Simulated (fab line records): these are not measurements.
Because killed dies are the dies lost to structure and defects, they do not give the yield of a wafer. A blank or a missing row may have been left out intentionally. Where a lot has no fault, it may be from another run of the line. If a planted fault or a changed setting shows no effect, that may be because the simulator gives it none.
2 desks looking at one fault | flow berkeleyCmos170 | numbers are kept per desk, each desk with only its own; the story behind them comes last

AT THE TOOL OWNER'S DESK: rieDiel-01
The tool's own readings at UCB170_M2_ETCH_17 (etches BARC in N2/H2): means of the sampled wafers that have a number, for each lot that ran on this tool. If a lot's mean is further than 4 standard deviations from the usual mean, the lot is out of limits and carries the mark OUT (the distance appears in the brackets).
Columns: A = drypumpMotorCurrentA at UCB170_M2_ETCH_17, usual 5.7 A; B = n2FlowSccm at UCB170_M2_ETCH_17, usual 100.0 sccm; C = oesProductAu at UCB170_M2_ETCH_17, usual 1.000 a.u.; D = throttleValvePct at UCB170_M2_ETCH_17, usual 13.26 %
lot  | first seen here | A   | B     | C               | D
L825 | day 7 21:15     | 5.8 | 99.8  | 1.006           | 13.32
L828 | day 8 04:53     | 5.3 | 100.0 | 0.742 (-22) OUT | 13.34
L826 | day 8 12:29     | 5.6 | 100.2 | 0.743 (-21) OUT | 13.10
L840 | day 11 14:41    | 5.8 | 99.9  | 1.011           | 13.31
This desk finds L826, L828 out of limits, L828 being first, at day 8 04:53 (oesProductAu at UCB170_M2_ETCH_17). In limits: L825, L840.

THE METROLOGY DESK
What the gauges read, lot by lot, whatever tool the lot ran on: means of the sampled wafers that have a number. If a lot's mean is further than 4 standard deviations from the usual mean, the lot is out of limits and carries the mark OUT (the distance appears in the brackets).
Columns: A = cdNm at UCB170_M2_CD_MEAS_15, usual 699.8 nm; B = M2_OVL at UCB170_M2_OVL_MEAS_16, usual -2 nm
lot  | first seen here | A     | B
L825 | day 7 21:07     | 699.1 | -0
L828 | day 8 04:46     | 699.1 | -8
L826 | day 8 12:22     | 701.4 | -2
L837 | day 10 12:20    | 700.1 | -3
L840 | day 11 14:32    | 698.5 | -4
L844 | day 12 09:53    | 698.0 | -5
Result from this desk: across the 6 lots, nothing is out of limits.

BROUGHT TOGETHER
The tool owner's desk could have raised an alarm at day 8 04:53, on L826, L828.
The metrology desk saw nothing out of limits.
The metrology desk holds a record of L826, L828, inside its limits.
All the named lots went through UCB170_M2_ETCH_17 on rieDiel-01.

WHAT WAS PUT IN BY THE SIMULATOR
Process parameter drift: rieDiel-01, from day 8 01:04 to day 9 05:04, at UCB170_M2_ETCH_17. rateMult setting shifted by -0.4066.
Lots struck among those shown: L826, L828.
Each desk's first reading out of limits, in hours after the fault started: the tool owner's desk, 4.
